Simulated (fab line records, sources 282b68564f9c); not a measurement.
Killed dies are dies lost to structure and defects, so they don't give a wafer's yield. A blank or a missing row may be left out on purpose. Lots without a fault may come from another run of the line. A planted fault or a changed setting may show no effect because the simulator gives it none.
A struck lot beside a sound one | flow rit_cmos | 15 steps out of a route of 202
Sound: wafers L727.1, L727.5, L727.6. Struck: wafers L730.3, L730.5, L730.6. The cause comes at the end.
At each step with rows: each side's tool, then ch and its chambers, then its first start. Under that, the readings that differ: sound wafers | struck wafers | difference of the means | sigmas: that difference in standard deviations of wafers without a fault.
alike: readings whose means differ by less than 2 such deviations, and words and numbers that are the same on both sides. not compared: withheld readings, readings that some wafer has no value for, bounds like >300 that may hide the same value, and numbers for which the record gives no deviation and whose values overlap.
The two part at a step that has a row with sigmas, a row that says differs or no value, or rows on one side only. Numbers that don't overlap but have no deviation are shown without sigmas and don't part them. A reading that every wafer of one side lacks parts them only if that side has two wafers or more.

RIT_NSD_TW_MEAS_10:
  sound on film_metro-04, day 4 06:02; struck on film_metro-02, day 4 21:59
  alike: NSD_TW
then, 6 steps without rows for these wafers: RIT_PSD_HMDS_00 (prime time 60 s); RIT_PSD_COAT_01 (resist thk 1000 nm); RIT_PSD_SOFTBAKE_02 (time 60 s); RIT_PSD_EXPOSE_03 (exposes mask M10, target cd 40900 nm); RIT_PSD_PEB_04; RIT_PSD_DEVELOP_05 (develop time 50 s).
RIT_PSD_OVL_MEAS_06:
  sound on overlay-02, day 4 07:04; struck on overlay-02, day 4 23:01
  alike: PSD_OVL
then, 2 steps without rows for these wafers: RIT_PSD_HARDBAKE_07 (time 60 s); RIT_PSD_IMPLANT_08.
RIT_PSD_STRIP_09: strips in O2, time 180 s.
  sound on plasma_asher-03 ch 0,1, day 4 07:25; struck on plasma_asher-03 ch 0,1, day 4 23:24
  alike: drypump_motor_current_A
  not compared: rf_hours_counter_h
RIT_PSD_TW_MEAS_10:
  sound on film_metro-04, day 4 07:35; struck on film_metro-01, day 4 23:32
  alike: PSD_TW
RIT_SDANNEAL_CLEAN_00: cleans in SC1, time 600 s.
  sound on wet_bench-04 ch 1, day 4 07:38; struck on wet_bench-01 ch 0, day 4 23:35
  no value came back on the struck wafers for bath_guard_temp_C (C), bath_heat_duty_pct (%); on the sound wafers bath_guard_temp_C (C) reads 75.0 74.7 75.0
then, 1 step without rows for these wafers: RIT_SDANNEAL_CLEAN_01 (cleans in dHF, time 30 s).
RIT_M1_PROBE_99:
  sound on prober-01, day 4 15:37; struck on prober-02, day 5 08:43
  alike: killed_at_contacts, killed_at_front_end, killed_dies, killed_open, killed_short

WHERE THEY PART
Only at RIT_SDANNEAL_CLEAN_00, within this record. Later steps at which nothing parts them and some readings are alike: RIT_M1_PROBE_99.

WHY: what the simulator had put in
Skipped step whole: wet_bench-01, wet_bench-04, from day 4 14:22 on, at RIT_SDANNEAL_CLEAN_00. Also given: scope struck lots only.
